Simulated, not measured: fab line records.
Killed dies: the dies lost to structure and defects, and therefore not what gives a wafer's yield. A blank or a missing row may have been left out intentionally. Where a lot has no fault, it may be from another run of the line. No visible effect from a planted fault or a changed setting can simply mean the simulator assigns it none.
Which of the tools did it?    flow berkeley-cmos170    21 wafers from 7 lots sampled at 3 of the route's 331 steps

WHAT THE GAUGES SHOWED, per wafer
UCB170_SDANNEAL_RS_MEAS_02: a four-point-probe measurement.
lot   measured      on             PSD_RS (ohm/sq)
L544  day 8 14:14   film-metro-04  75.5 75.5 75.3
L545  day 9 00:51   film-metro-04  75.8 75.9 75.9
L551  day 9 14:58   film-metro-02  74.9 75.1 75.2
L553  day 10 01:18  film-metro-01  75.8 75.2 75.7
L554  day 10 13:13  film-metro-04  75.7 76.3 75.8
L558  day 11 20:08  film-metro-01  69.7 70.0 69.8
L561  day 11 19:25  film-metro-01  69.5 69.5 69.6

TOOL THAT RAN EACH LOT (tool first, then ch and the chambers of the sampled wafers, then the start)
lot   UCB170_PLDD_STRIP_10                  UCB170_SDANNEAL_RTA_01
L544  plasma-asher-01 ch 0,1, day 8 01:27   rtp-anneal-02 ch 0, day 8 14:00
L545  plasma-asher-03 ch 0,1, day 8 10:46   rtp-anneal-02 ch 0, day 9 00:44
L551  plasma-asher-04 ch 0,1, day 8 22:57   rtp-anneal-01 ch 0, day 9 14:54
L553  plasma-asher-01 ch 0,1, day 9 11:41   rtp-anneal-01 ch 0, day 10 01:14
L554  plasma-asher-04 ch 0,1, day 9 22:59   rtp-anneal-01 ch 0, day 10 13:09
L558  plasma-asher-01 ch 0,1, day 11 04:33  rtp-anneal-01 ch 0, day 11 20:02
L561  plasma-asher-03 ch 0,1, day 11 04:51  rtp-anneal-01 ch 0, day 11 19:21
- UCB170_PLDD_STRIP_10: strips in O2.
- UCB170_SDANNEAL_RTA_01: time 5 s.

THE ANSWER, worked out from the rows above alone
Rule: what is usual is taken from the lots themselves. The widest of any qualifying gaps counts: lots, ordered by their means at a reading, are off when they make up no more than a third of the lots, leave a main group of 4 or more, and stand apart from it by 3 or more times the standard deviation of that group's means. If all means in a main group match to the digits the tables above print for the reading, that group is not used. Also off: a lot with no number at a reading for which 4 or more lots have one. Where the step has rows for the other lots, those lots are counted as sound.
Off: L558, L561, seen at UCB170_SDANNEAL_RS_MEAS_02 (PSD_RS). For the main group the mean is 75.6 ohm/sq and the standard deviation 0.31.
A tool fits if, at a process step before that reading, it ran every lot that is off, and no sound lot after the first of them. The gauges at UCB170_SDANNEAL_RS_MEAS_02 are tried like those tools. Undecided on this evidence; 2 tools fit (rtp-anneal-01 at UCB170_SDANNEAL_RTA_01, film-metro-01 at UCB170_SDANNEAL_RS_MEAS_02).

WHAT THE SIMULATOR HAD INSERTED
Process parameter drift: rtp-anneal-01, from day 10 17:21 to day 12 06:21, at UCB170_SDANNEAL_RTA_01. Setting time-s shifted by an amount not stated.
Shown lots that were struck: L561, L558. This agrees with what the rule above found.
